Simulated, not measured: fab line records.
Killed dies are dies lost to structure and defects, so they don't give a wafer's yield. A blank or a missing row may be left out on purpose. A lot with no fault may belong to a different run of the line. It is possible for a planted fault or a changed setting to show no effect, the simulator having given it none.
Which tool is to blame? :: flow rit_cmos :: 13 lots, 39 wafers sampled, at 4 steps of a route of 202

== WHAT THE GAUGES SHOWED, per wafer ==
RIT_PWELL_OVL_MEAS_06.
lot: L685
measured: day 2 04:47
on: overlay-01
PWELL_OVL (nm): -1.3 -0.4 -1.2

lot: L689
measured: day 3 05:05
on: overlay-02
PWELL_OVL (nm): -1.1 -1.5 -1.5

lot: L690
measured: day 3 11:53
on: overlay-02
PWELL_OVL (nm): -2.3 -3.1 -2.9

lot: L691
measured: day 3 18:20
on: overlay-02
PWELL_OVL (nm): -1.0 -2.1 -0.3

lot: L693
measured: day 3 21:49
on: overlay-01
PWELL_OVL (nm): -1.6 -2.8 -3.7

lot: L697
measured: day 4 16:35
on: overlay-02
PWELL_OVL (nm): -1.8 -3.3 -3.0

lot: L700
measured: day 5 08:20
on: overlay-02
PWELL_OVL (nm): -3.7 -2.7 -1.1

lot: L701
measured: day 5 14:11
on: overlay-01
PWELL_OVL (nm): -1.5 -1.3 -2.4

lot: L703
measured: day 6 00:52
on: overlay-01
PWELL_OVL (nm): 0.2 0.4 -1.4

lot: L704
measured: day 6 04:37
on: overlay-02
PWELL_OVL (nm): -2.9 -3.1 -0.5

lot: L705
measured: day 6 08:49
on: overlay-02
PWELL_OVL (nm): -1.6 -1.7 -1.8

lot: L706
measured: day 6 13:39
on: overlay-01
PWELL_OVL (nm): -1.1 -0.4 -4.1

lot: L707
measured: day 6 18:40
on: overlay-01
PWELL_OVL (nm): -1.5 -2.0 -2.1

RIT_GATE_CD_MEAS_16: target cd 150 nm.
lot: L685
measured: day 2 20:13
on: cd_sem-01
cd_nm (nm): 148.1 149.1 146.2

lot: L689
measured: day 3 23:29
on: cd_sem-01
cd_nm (nm): 146.5 148.0 145.8

lot: L690
measured: day 4 08:43
on: cd_sem-02
cd_nm (nm): 152.2 152.7 149.0

lot: L691
measured: day 4 10:04
on: cd_sem-01
cd_nm (nm): 149.2 148.8 149.7

lot: L693
measured: day 4 16:02
on: cd_sem-01
cd_nm (nm): 139.2 140.6 136.4

lot: L697
measured: day 5 09:33
on: cd_sem-02
cd_nm (nm): 150.5 149.8 150.7

lot: L700
measured: day 6 00:04
on: cd_sem-01
cd_nm (nm): 151.1 151.2 151.2

lot: L701
measured: day 6 04:13
on: cd_sem-02
cd_nm (nm): 150.2 151.4 148.3

lot: L703
measured: day 6 16:25
on: cd_sem-01
cd_nm (nm): 152.5 150.2 152.4

lot: L704
measured: day 6 19:25
on: cd_sem-01
cd_nm (nm): 146.6 148.0 150.9

lot: L705
measured: day 6 22:56
on: cd_sem-02
cd_nm (nm): 150.7 151.2 152.4

lot: L706
measured: day 7 10:51
on: cd_sem-01
cd_nm (nm): 147.1 145.5 144.8

lot: L707
measured: day 7 13:21
on: cd_sem-01
cd_nm (nm): 146.5 147.9 147.7

RIT_GATE_OVL_MEAS_17.
lot: L685
measured: day 2 20:20
on: overlay-01
GATE_OVL (nm): 0.1 -0.3 0.2

lot: L689
measured: day 3 23:36
on: overlay-01
GATE_OVL (nm): 2.1 0.1 1.7

lot: L690
measured: day 4 08:49
on: overlay-02
GATE_OVL (nm): 2.0 1.4 0.8

lot: L691
measured: day 4 10:11
on: overlay-01
GATE_OVL (nm): 1.0 -0.2 1.9

lot: L693
measured: day 4 16:10
on: overlay-02
GATE_OVL (nm): 0.5 1.8 0.1

lot: L697
measured: day 5 09:39
on: overlay-02
GATE_OVL (nm): 1.8 1.7 1.1

lot: L700
measured: day 6 00:10
on: overlay-01
GATE_OVL (nm): 3.1 3.6 2.2

lot: L701
measured: day 6 04:20
on: overlay-02
GATE_OVL (nm): -0.2 1.2 0.9

lot: L703
measured: day 6 16:32
on: overlay-01
GATE_OVL (nm): -0.4 -2.0 0.1

lot: L704
measured: day 6 19:32
on: overlay-01
GATE_OVL (nm): 0.4 0.2 0.4

lot: L705
measured: day 6 23:03
on: overlay-01
GATE_OVL (nm): 0.7 1.5 1.1

lot: L706
measured: day 7 10:56
on: overlay-01
GATE_OVL (nm): 0.0 1.0 0.9

lot: L707
measured: day 7 13:27
on: overlay-01
GATE_OVL (nm): 0.0 -0.3 -0.1

== WHAT TOOL EACH LOT RAN ON (gives the tool, then ch and the chambers of the sampled wafers, and finally the start) ==
lot: L685
RIT_GATE_EXPOSE_13: iline_stepper-02 ch 0, day 2 19:49

lot: L689
RIT_GATE_EXPOSE_13: iline_stepper-02 ch 0, day 3 23:05

lot: L690
RIT_GATE_EXPOSE_13: iline_stepper-02 ch 0, day 4 08:10

lot: L691
RIT_GATE_EXPOSE_13: iline_stepper-01 ch 0, day 4 09:40

lot: L693
RIT_GATE_EXPOSE_13: iline_stepper-01 ch 0, day 4 15:38

lot: L697
RIT_GATE_EXPOSE_13: iline_stepper-01 ch 0, day 5 09:09

lot: L700
RIT_GATE_EXPOSE_13: iline_stepper-02 ch 0, day 5 23:40

lot: L701
RIT_GATE_EXPOSE_13: iline_stepper-02 ch 0, day 6 03:49

lot: L703
RIT_GATE_EXPOSE_13: iline_stepper-02 ch 0, day 6 16:01

lot: L704
RIT_GATE_EXPOSE_13: iline_stepper-02 ch 0, day 6 19:01

lot: L705
RIT_GATE_EXPOSE_13: iline_stepper-02 ch 0, day 6 22:32

lot: L706
RIT_GATE_EXPOSE_13: iline_stepper-01 ch 0, day 7 10:26

lot: L707
RIT_GATE_EXPOSE_13: iline_stepper-01 ch 0, day 7 12:48
- RIT_GATE_EXPOSE_13: exposes mask M6, target cd 150 nm.

== WHAT THE TOOLS THEMSELVES READ (means of the sampled wafers that have a number; where no wafer has one, the mark that the record gives instead) ==
The record holds no such reading with a usual standard deviation.

== THE ANSWER, worked out from the rows above alone ==
Rule: what is usual is taken from the lots themselves. Put in order of their means at a reading, lots are off if they are a third of the lots or fewer, leave a main group of 4 or more, and stand apart from it by a gap of 3 or more times the standard deviation of the main group's means; of several such gaps the widest counts. A main group whose means are all the same, to the digits that the tables above print for the reading, isn't used. A lot without any number at a reading at which 4 lots or more have one is off too. All remaining lots with rows at the step are treated as sound. After the gauges, taken in route order, come the tools' own readings; for these a lot's mean is taken, as printed above. The first step at which some lot is off is used, and at that step the reading that is off furthest; a lot without a number counts as furthest.
Off: L693, at RIT_GATE_CD_MEAS_16 (cd_nm). Mean 149.3 nm and standard deviation 1.9 in the main group.
A tool fits if, at a process step before that reading, it ran every lot that is off, and no sound lot after the first of them. Those tools and the gauges at RIT_GATE_CD_MEAS_16 are tried in the same way. No candidate that was tried fits.

== WHAT HAD BEEN PUT IN BY THE SIMULATOR ==
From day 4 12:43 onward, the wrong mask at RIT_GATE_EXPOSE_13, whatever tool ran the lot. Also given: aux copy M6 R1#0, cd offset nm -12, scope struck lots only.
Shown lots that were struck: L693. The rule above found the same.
